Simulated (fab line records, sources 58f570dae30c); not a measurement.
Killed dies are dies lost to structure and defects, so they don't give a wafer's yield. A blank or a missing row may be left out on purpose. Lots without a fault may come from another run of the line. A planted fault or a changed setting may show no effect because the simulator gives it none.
One fault seen from 2 desks | flow berkeley_cmos170 | each desk has only its own numbers; what lay behind them comes last

THE TOOL OWNER'S DESK: rie_metal-04
The tool's own readings at UCB170_M3_METAL_ETCH_18 (etches Al in Cl2/BCl3, stops on SiO2, target depth 1170 nm, time 195 s): means of the sampled wafers that have a number, for each lot that ran on this tool. A lot is out of limits, marked OUT, if its mean lies more than 4 standard deviations from the usual mean; the brackets give that distance.
Columns: A = drypump_motor_current_A at UCB170_M3_METAL_ETCH_18, usual 5.9 A; B = oes_product_au at UCB170_M3_METAL_ETCH_18, usual 0.851 a.u.; C = throttle_valve_pct at UCB170_M3_METAL_ETCH_18, usual 24.47 %
lot  | first seen here | A   | B     | C
L152 | day 9 10:22     | 5.5 | 0.852 | 24.49
L157 | day 10 12:26    | 5.8 | 0.842 | 24.53
L160 | day 11 10:00    | 5.8 | 0.848 | 24.53
L173 | day 14 14:02    | 6.0 | 0.830 | 24.55
This desk's finding: nothing out of limits on any of the 4 lots.

THE METROLOGY DESK
What the gauges read, lot by lot, whatever tool the lot ran on: means of the sampled wafers that have a number. A lot is out of limits, marked OUT, if its mean lies more than 4 standard deviations from the usual mean; the brackets give that distance.
Columns: A = cd_nm at UCB170_M2_CD_MEAS_15, usual 700.0 nm
lot  | first seen here | A
L153 | day 9 03:04     | 699.8
L152 | day 9 04:35     | 698.0
L154 | day 9 05:58     | 698.9
L151 | day 9 06:18     | 699.9
L157 | day 10 06:02    | 699.0
L159 | day 10 18:19    | 701.9
L160 | day 11 04:07    | 700.8
L164 | day 11 17:56    | 702.0
L165 | day 12 09:25    | 701.6
L166 | day 12 10:19    | 698.9
L167 | day 12 16:29    | 702.7
L168 | day 13 04:25    | 699.8
L174 | day 13 15:39    | 699.7
L173 | day 14 05:08    | 698.5
This desk's finding: nothing out of limits on any of the 14 lots.

PUT TOGETHER
The tool owner's desk saw nothing out of limits.
The metrology desk saw nothing out of limits.

WHAT THE SIMULATOR HAD PUT IN
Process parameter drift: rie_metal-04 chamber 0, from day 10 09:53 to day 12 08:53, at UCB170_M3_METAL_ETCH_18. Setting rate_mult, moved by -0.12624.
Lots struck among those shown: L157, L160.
